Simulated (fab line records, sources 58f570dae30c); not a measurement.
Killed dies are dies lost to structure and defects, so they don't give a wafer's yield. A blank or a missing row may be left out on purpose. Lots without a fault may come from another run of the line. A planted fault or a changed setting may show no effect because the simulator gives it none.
Problem report in the 8D (eight disciplines) form, filled by code | flow berkeley_cmos170 | the parts of the form that need people (team, actions taken, sign-off) are left out

1. THE PROBLEM
PWELL_NITRIDE_THK at UCB170_PWELL_THK_MEAS_06 reads a mean of 293.8 nm on 6 wafers of 2 lots; wafers without a fault read 216.9 nm with a standard deviation of 2.1. That is +37 standard deviations from the usual mean.
First seen on wafer L173.2, day 5 07:34, on film_metro-01. The record holds 42 wafers of 14 lots with a number at this step. Rule for "out", or "out of limits": more than 4 standard deviations from the usual mean. The other wafers with a number count as sound.

2. WHAT IT IS AND WHAT IT IS NOT
question                    | is                           | is not
which readings at this step | PWELL_NITRIDE_THK            | -
which lots                  | L173, L174                   | L164, L165, L166, L168, L169, L170, L171, L178, L179, L181, L183, L185
which wafers of those lots  | all that have a number       | -
read on which gauges        | film_metro-01, film_metro-03 | film_metro-04
when                        | from day 5 07:34             | up to then (21 sound wafers); but 15 sound wafers of L178, L179, L181, L183, L185 came after

3. SUSPECTS, AND WHAT RULES EACH OUT
Counting: a tool at a process step up to the reading stays a suspect if it ran every lot that is out and no sound lot after the first of them.
- the gauge at UCB170_PWELL_THK_MEAS_06: ruled out. The wafers that are out were read on 2 gauges (film_metro-01, film_metro-03).
- lpcvd-01 at UCB170_PWELL_CVD_05 (deposits Si3N4 from SiH2Cl2/NH3, target thk 220 nm, time 3300 s): kept. It ran every lot that is out, first L173 (day 5 05:39), and no sound lot after that; its last sound lot up to then is L170 (day 4 22:38).
Left after counting: lpcvd-01 at UCB170_PWELL_CVD_05.

4. THE CAUSE (what the simulator had put in)
Process parameter drift: lpcvd-01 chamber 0, from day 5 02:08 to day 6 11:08, at UCB170_PWELL_CVD_05. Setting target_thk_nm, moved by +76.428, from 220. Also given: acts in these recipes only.
Counting left only this tool.

5. THE CHAIN OF EFFECTS, in route order
Each row: a reading whose mean over the struck wafers that have a number lies more than 3 standard deviations from the usual. Only readings for which the record gives a usual standard deviation are gone through. hours: the time from each lot's start at the first step in this table that gives one to its start at this step, as a median over the lots. sigmas: the change in usual standard deviations.
hours | step                     | reading           | usual      | on struck wafers | change | sigmas
0     | UCB170_PWELL_THK_MEAS_06 | PWELL_NITRIDE_THK | 216.9 nm   | 293.8            | +76.9  | +37
6     | UCB170_PWELL_ETCH_14     | oes_product_au    | 0.931 a.u. | 0.999            | +0.068 | +4.9
The process steps in it:
- UCB170_PWELL_ETCH_14: etches Si3N4 in CH3F/Ar/O2, stops on SiO2, target depth 242 nm, time 151 s.
Later measuring or inspecting steps at which every struck wafer that the step has a row for has a number for every such reading, and none has moved that far: UCB170_PWELL_OVL_MEAS_13.

6. WHAT WOULD HAVE CAUGHT IT SOONER
In this record the first reading out of limits at a measuring or inspecting step was taken at day 5 07:34, 5 hours after the fault began at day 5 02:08.
Of the tool readings at UCB170_PWELL_CVD_05 for which the record gives a usual standard deviation, none was out on any struck wafer, so an alarm limit of 4 standard deviations on them would not have fired.
All the lots that are out (2) had begun UCB170_PWELL_CVD_05 on lpcvd-01 by day 5 07:34. A hold on the tool at that time would have spared none of them.
